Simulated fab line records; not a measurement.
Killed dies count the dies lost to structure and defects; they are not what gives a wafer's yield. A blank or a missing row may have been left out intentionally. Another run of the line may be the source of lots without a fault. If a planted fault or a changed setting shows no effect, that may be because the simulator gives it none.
Which of the tools did it? :: flow berkeley-cmos170 :: Sampling: 14 lots, 42 wafers, 5 of 331 route steps

WHAT EACH GAUGE READ, for each wafer
UCB170_PLDD_TW_MEAS_11.
lot: L524
measured: day 7 02:09
on: film-metro-01
PLDD_TW: 996 1001 998

lot: L525
measured: day 7 16:56
on: film-metro-03
PLDD_TW: 1019 1012 1017

lot: L526
measured: day 7 16:51
on: film-metro-01
PLDD_TW: 992 992 999

lot: L528
measured: day 8 03:48
on: film-metro-02
PLDD_TW: 1009 1009 1006

lot: L530
measured: day 8 18:38
on: film-metro-03
PLDD_TW: 1012 1014 1014

lot: L531
measured: day 8 18:10
on: film-metro-03
PLDD_TW: 1016 1015 1012

lot: L536
measured: day 9 22:12
on: film-metro-03
PLDD_TW: 1011 1011 1019

lot: L538
measured: day 10 13:33
on: film-metro-03
PLDD_TW: 943 941 941

lot: L539
measured: day 10 13:56
on: film-metro-03
PLDD_TW: 938 940 938

lot: L540
measured: day 10 13:50
on: film-metro-02
PLDD_TW: 1011 1005 1014

lot: L541
measured: day 11 05:16
on: film-metro-02
PLDD_TW: 1019 1014 1012

lot: L542
measured: day 11 05:00
on: film-metro-01
PLDD_TW: 999 997 998

lot: L544
measured: day 12 01:14
on: film-metro-02
PLDD_TW: 1015 1006 1008

lot: L547
measured: day 12 17:14
on: film-metro-02
PLDD_TW: 1008 1015 1000

UCB170_SDANNEAL_RS_MEAS_04: the measuring method here is four-point-probe.
lot: L524
measured: day 7 15:47
on: film-metro-02
PLDD_RS (ohm/sq): 1031.1 1030.1 1028.6

lot: L525
measured: day 8 06:37
on: film-metro-03
PLDD_RS (ohm/sq): 1030.4 1031.8 1033.9

lot: L526
measured: day 8 06:54
on: film-metro-01
PLDD_RS (ohm/sq): 1031.8 1033.6 1030.6

lot: L528
measured: day 8 20:09
on: film-metro-03
PLDD_RS (ohm/sq): 1032.9 1032.5 1031.9

lot: L530
measured: day 9 07:45
on: film-metro-03
PLDD_RS (ohm/sq): 1032.6 1034.0 1032.2

lot: L531
measured: day 9 08:03
on: film-metro-01
PLDD_RS (ohm/sq): 1030.4 1030.6 1029.1

lot: L536
measured: day 10 16:04
on: film-metro-02
PLDD_RS (ohm/sq): 1026.9 1027.1 1027.6

lot: L538
measured: day 11 04:14
on: film-metro-01
PLDD_RS (ohm/sq): 1257.6 1257.1 1258.0

lot: L539
measured: day 11 04:26
on: film-metro-02
PLDD_RS (ohm/sq): 1259.5 1257.9 1258.0

lot: L540
measured: day 11 04:17
on: film-metro-03
PLDD_RS (ohm/sq): 1035.1 1035.6 1033.0

lot: L541
measured: day 11 19:57
on: film-metro-03
PLDD_RS (ohm/sq): 1030.1 1028.5 1029.4

lot: L542
measured: day 11 20:23
on: film-metro-02
PLDD_RS (ohm/sq): 1036.7 1034.0 1031.8

lot: L544
measured: day 12 16:07
on: film-metro-03
PLDD_RS (ohm/sq): 1036.1 1032.4 1035.4

lot: L547
measured: day 13 05:32
on: film-metro-01
PLDD_RS (ohm/sq): 1035.0 1035.6 1035.5

EACH LOT AND THE TOOL THAT RAN IT (in order: tool; ch and the chambers of the sampled wafers; start)
lot: L524
UCB170_ZERO_ETCH_06: rie-diel-01 ch 1,2,3, day 1 23:24
UCB170_NVT_STRIP_08: plasma-asher-02 ch 0,1, day 6 05:40
UCB170_PLDD_IMPLANT_09: implanter-03 ch 0, day 7 01:54

lot: L525
UCB170_ZERO_ETCH_06: rie-diel-03 ch 0,1,2, day 2 04:55
UCB170_NVT_STRIP_08: plasma-asher-03 ch 0,1, day 6 18:19
UCB170_PLDD_IMPLANT_09: implanter-04 ch 0, day 7 16:41

lot: L526
UCB170_ZERO_ETCH_06: rie-diel-03 ch 0,1,3, day 2 09:40
UCB170_NVT_STRIP_08: plasma-asher-03 ch 0,1, day 6 18:55
UCB170_PLDD_IMPLANT_09: implanter-03 ch 0, day 7 16:38

lot: L528
UCB170_ZERO_ETCH_06: rie-diel-04 ch 0,2, day 2 22:23
UCB170_NVT_STRIP_08: plasma-asher-03 ch 0,1, day 7 08:35
UCB170_PLDD_IMPLANT_09: implanter-04 ch 0, day 8 03:33

lot: L530
UCB170_ZERO_ETCH_06: rie-diel-03 ch 0,3, day 3 06:19
UCB170_NVT_STRIP_08: plasma-asher-02 ch 0, day 7 21:26
UCB170_PLDD_IMPLANT_09: implanter-03 ch 0, day 8 18:24

lot: L531
UCB170_ZERO_ETCH_06: rie-diel-04 ch 0,1,3, day 3 06:21
UCB170_NVT_STRIP_08: plasma-asher-01 ch 0,1, day 7 21:44
UCB170_PLDD_IMPLANT_09: implanter-01 ch 0, day 8 17:56

lot: L536
UCB170_ZERO_ETCH_06: rie-diel-01 ch 0,1,2, day 4 11:21
UCB170_NVT_STRIP_08: plasma-asher-03 ch 0,1, day 8 19:48
UCB170_PLDD_IMPLANT_09: implanter-03 ch 0, day 9 21:58

lot: L538
UCB170_ZERO_ETCH_06: rie-diel-03 ch 0,1, day 4 17:04
UCB170_NVT_STRIP_08: plasma-asher-01 ch 0,1, day 9 18:11
UCB170_PLDD_IMPLANT_09: implanter-04 ch 0, day 10 13:18

lot: L539
UCB170_ZERO_ETCH_06: rie-diel-04 ch 1,3, day 4 21:47
UCB170_NVT_STRIP_08: plasma-asher-03 ch 0,1, day 9 18:32
UCB170_PLDD_IMPLANT_09: implanter-04 ch 0, day 10 13:41

lot: L540
UCB170_ZERO_ETCH_06: rie-diel-03 ch 0,1,2, day 5 04:13
UCB170_NVT_STRIP_08: plasma-asher-02 ch 0,1, day 9 18:29
UCB170_PLDD_IMPLANT_09: implanter-03 ch 0, day 10 13:37

lot: L541
UCB170_ZERO_ETCH_06: rie-diel-04 ch 0,3, day 5 10:11
UCB170_NVT_STRIP_08: plasma-asher-01 ch 0,1, day 10 07:49
UCB170_PLDD_IMPLANT_09: implanter-03 ch 0, day 11 05:01

lot: L542
UCB170_ZERO_ETCH_06: rie-diel-03 ch 1,3, day 5 13:43
UCB170_NVT_STRIP_08: plasma-asher-02 ch 0,1, day 10 07:44
UCB170_PLDD_IMPLANT_09: implanter-01 ch 0, day 11 04:45

lot: L544
UCB170_ZERO_ETCH_06: rie-diel-03 ch 0,2,3, day 6 04:32
UCB170_NVT_STRIP_08: plasma-asher-01 ch 0,1, day 11 06:43
UCB170_PLDD_IMPLANT_09: implanter-01 ch 0, day 12 00:59

lot: L547
UCB170_ZERO_ETCH_06: rie-diel-04 ch 0,3, day 6 14:34
UCB170_NVT_STRIP_08: plasma-asher-02 ch 0,1, day 11 18:37
UCB170_PLDD_IMPLANT_09: implanter-03 ch 0, day 12 17:01
- UCB170_ZERO_ETCH_06: etches SiO2 in CHF3/CF4/Ar, time 12 s.
- UCB170_NVT_STRIP_08: strips in O2.
- UCB170_PLDD_IMPLANT_09

AS READ BY THE TOOLS THEMSELVES (means over the sampled wafers that have a number; for cases with no such wafer, the mark the record gives instead)
UCB170_ZERO_ETCH_06.
lot: L524
tool: rie-diel-01
chamber-pressure-mTorr (mTorr): 100.01
drypump-motor-current-A (A): 5.8
oes-product-au (a.u.): 0.622
throttle-valve-pct (%): 9.28

lot: L525
tool: rie-diel-03
chamber-pressure-mTorr (mTorr): 99.91
drypump-motor-current-A (A): 5.3
oes-product-au (a.u.): 0.621
throttle-valve-pct (%): 9.32

lot: L526
tool: rie-diel-03
chamber-pressure-mTorr (mTorr): 100.05
drypump-motor-current-A (A): 5.4
oes-product-au (a.u.): 0.620
throttle-valve-pct (%): 9.32

lot: L528
tool: rie-diel-04
chamber-pressure-mTorr (mTorr): 100.04
drypump-motor-current-A (A): 5.8
oes-product-au (a.u.): 0.618
throttle-valve-pct (%): 9.02

lot: L530
tool: rie-diel-03
chamber-pressure-mTorr (mTorr): 100.02
drypump-motor-current-A (A): 5.8
oes-product-au (a.u.): 0.623
throttle-valve-pct (%): 9.32

lot: L531
tool: rie-diel-04
chamber-pressure-mTorr (mTorr): 100.04
drypump-motor-current-A (A): 5.7
oes-product-au (a.u.): 0.613
throttle-valve-pct (%): 9.09

lot: L536
tool: rie-diel-01
chamber-pressure-mTorr (mTorr): 99.97
drypump-motor-current-A (A): 5.8
oes-product-au (a.u.): 0.628
throttle-valve-pct (%): 9.16

lot: L538
tool: rie-diel-03
chamber-pressure-mTorr (mTorr): 100.04
drypump-motor-current-A (A): 5.0
oes-product-au (a.u.): 0.617
throttle-valve-pct (%): 9.32

lot: L539
tool: rie-diel-04
chamber-pressure-mTorr (mTorr): 100.01
drypump-motor-current-A (A): 5.4
oes-product-au (a.u.): 0.612
throttle-valve-pct (%): 9.10

lot: L540
tool: rie-diel-03
chamber-pressure-mTorr (mTorr): 100.00
drypump-motor-current-A (A): 5.3
oes-product-au (a.u.): 0.616
throttle-valve-pct (%): 9.33

lot: L541
tool: rie-diel-04
chamber-pressure-mTorr (mTorr): 99.97
drypump-motor-current-A (A): 6.1
oes-product-au (a.u.): 0.617
throttle-valve-pct (%): 9.18

lot: L542
tool: rie-diel-03
chamber-pressure-mTorr (mTorr): 100.00
drypump-motor-current-A (A): 5.6
oes-product-au (a.u.): 0.619
throttle-valve-pct (%): 9.27

lot: L544
tool: rie-diel-03
chamber-pressure-mTorr (mTorr): 100.02
drypump-motor-current-A (A): 5.7
oes-product-au (a.u.): 0.619
throttle-valve-pct (%): 9.31

lot: L547
tool: rie-diel-04
chamber-pressure-mTorr (mTorr): 99.90
drypump-motor-current-A (A): 6.1
oes-product-au (a.u.): 0.614
throttle-valve-pct (%): 9.17

UCB170_NVT_STRIP_08.
lot: L524
tool: plasma-asher-02
chamber-pressure-mTorr (mTorr): 3502.3
drypump-motor-current-A (A): 6.5
oes-product-au (a.u.): 0.736
strip-time-to-endpoint-s (s): 21.70

lot: L525
tool: plasma-asher-03
chamber-pressure-mTorr (mTorr): 3501.4
drypump-motor-current-A (A): 6.0
oes-product-au (a.u.): 0.735
strip-time-to-endpoint-s (s): 21.71

lot: L526
tool: plasma-asher-03
chamber-pressure-mTorr (mTorr): 3496.5
drypump-motor-current-A (A): 6.0
oes-product-au (a.u.): 0.739
strip-time-to-endpoint-s (s): 21.69

lot: L528
tool: plasma-asher-03
chamber-pressure-mTorr (mTorr): 3501.2
drypump-motor-current-A (A): 5.9
oes-product-au (a.u.): 0.733
strip-time-to-endpoint-s (s): 21.64

lot: L530
tool: plasma-asher-02
chamber-pressure-mTorr (mTorr): 3501.5
drypump-motor-current-A (A): 6.7
oes-product-au (a.u.): 0.733
strip-time-to-endpoint-s (s): 21.73

lot: L531
tool: plasma-asher-01
chamber-pressure-mTorr (mTorr): 3502.3
drypump-motor-current-A (A): 5.5
oes-product-au (a.u.): 0.732
strip-time-to-endpoint-s (s): 21.63

lot: L536
tool: plasma-asher-03
chamber-pressure-mTorr (mTorr): 3501.5
drypump-motor-current-A (A): 6.0
oes-product-au (a.u.): 0.730
strip-time-to-endpoint-s (s): 21.58

lot: L538
tool: plasma-asher-01
chamber-pressure-mTorr (mTorr): 3497.3
drypump-motor-current-A (A): 5.5
oes-product-au (a.u.): 0.736
strip-time-to-endpoint-s (s): 21.68

lot: L539
tool: plasma-asher-03
chamber-pressure-mTorr (mTorr): 3498.6
drypump-motor-current-A (A): 6.0
oes-product-au (a.u.): 0.731
strip-time-to-endpoint-s (s): 21.67

lot: L540
tool: plasma-asher-02
chamber-pressure-mTorr (mTorr): 3497.1
drypump-motor-current-A (A): 6.5
oes-product-au (a.u.): 0.731
strip-time-to-endpoint-s (s): 21.56

lot: L541
tool: plasma-asher-01
chamber-pressure-mTorr (mTorr): 3500.9
drypump-motor-current-A (A): 5.5
oes-product-au (a.u.): 0.734
strip-time-to-endpoint-s (s): 21.69

lot: L542
tool: plasma-asher-02
chamber-pressure-mTorr (mTorr): 3500.7
drypump-motor-current-A (A): 6.5
oes-product-au (a.u.): 0.736
strip-time-to-endpoint-s (s): 21.59

lot: L544
tool: plasma-asher-01
chamber-pressure-mTorr (mTorr): 3503.2
drypump-motor-current-A (A): 5.5
oes-product-au (a.u.): 0.735
strip-time-to-endpoint-s (s): 21.74

lot: L547
tool: plasma-asher-02
chamber-pressure-mTorr (mTorr): 3498.7
drypump-motor-current-A (A): 6.5
oes-product-au (a.u.): 0.733
strip-time-to-endpoint-s (s): 21.62

UCB170_PLDD_IMPLANT_09.
lot: L524
tool: implanter-03
dose-ions-cm2: 5e+13
faraday-current-uA: 160
tilt-deg (degrees): 6.988

lot: L525
tool: implanter-04
dose-ions-cm2: 5e+13
faraday-current-uA: 159
tilt-deg (degrees): 7.003

lot: L526
tool: implanter-03
dose-ions-cm2: 5e+13
faraday-current-uA: 158
tilt-deg (degrees): 6.988

lot: L528
tool: implanter-04
dose-ions-cm2: 5e+13
faraday-current-uA: 158
tilt-deg (degrees): 6.995

lot: L530
tool: implanter-03
dose-ions-cm2: 5e+13
faraday-current-uA: 161
tilt-deg (degrees): 6.995

lot: L531
tool: implanter-01
dose-ions-cm2: 5e+13
faraday-current-uA: 159
tilt-deg (degrees): 7.001

lot: L536
tool: implanter-03
dose-ions-cm2: 5e+13
faraday-current-uA: 157
tilt-deg (degrees): 7.018

lot: L538
tool: implanter-04
dose-ions-cm2: 3e+13
faraday-current-uA: 87
tilt-deg (degrees): 6.989

lot: L539
tool: implanter-04
dose-ions-cm2: 3e+13
faraday-current-uA: 88
tilt-deg (degrees): 7.001

lot: L540
tool: implanter-03
dose-ions-cm2: 5e+13
faraday-current-uA: 160
tilt-deg (degrees): 6.989

lot: L541
tool: implanter-03
dose-ions-cm2: 5e+13
faraday-current-uA: 157
tilt-deg (degrees): 6.992

lot: L542
tool: implanter-01
dose-ions-cm2: 5e+13
faraday-current-uA: 159
tilt-deg (degrees): 6.999

lot: L544
tool: implanter-01
dose-ions-cm2: 5e+13
faraday-current-uA: 160
tilt-deg (degrees): 6.989

lot: L547
tool: implanter-03
dose-ions-cm2: 5e+13
faraday-current-uA: 157
tilt-deg (degrees): 7.005

THE ANSWER, worked out from the rows above alone
Rule: the lots themselves supply what counts as usual. The widest of any qualifying gaps counts: lots, ordered by their means at a reading, are off when they make up no more than a third of the lots, leave a main group of 4 or more, and stand apart from it by 3 or more times the standard deviation of that group's means. Not used: any main group whose means are identical at the precision the tables above print for the reading. Also off: a lot with no number at a reading for which 4 or more lots have one. Any other lot the step has rows for is counted as sound. After the gauges, taken in route order, come the tools' own readings; for these a lot's mean is taken, as printed above. The first step at which some lot is off is used, and at that step the reading that is off furthest; a lot without a number counts as furthest.
Off: at UCB170_PLDD_TW_MEAS_11 (PLDD_TW), L538, L539. For the main group the mean is 1008 and the standard deviation 7.1.
If a tool, at a process step before that reading, ran all the lots that are off and no sound lot after the first of them, it fits. Not tried: the gauges at UCB170_PLDD_TW_MEAS_11; whatever is off there is also off at UCB170_SDANNEAL_RS_MEAS_04, on other tools, and gauge error can't account for it. One fits: UCB170_PLDD_IMPLANT_09 on implanter-04. A fault onset in the window from L528 (day 8 03:33, its last sound lot) to L538 (day 10 13:18, its first lot off) fits.
The tool's own readings at UCB170_PLDD_IMPLANT_09 bear it out: on the lots that are off they differ by more than 5 times the standard deviation of the sound lots' means. dose-ions-cm2 reads 3e+13 there against 5e+13 on the sound lots; faraday-current-uA reads 88 there against 159 on the sound lots.

WHAT HAD BEEN PUT IN BY THE SIMULATOR
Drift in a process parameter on implanter-04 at UCB170_PLDD_IMPLANT_09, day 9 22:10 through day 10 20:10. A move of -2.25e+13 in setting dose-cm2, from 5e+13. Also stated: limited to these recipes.
Lots struck among those shown: L538, L539. The same result came from the rule above.
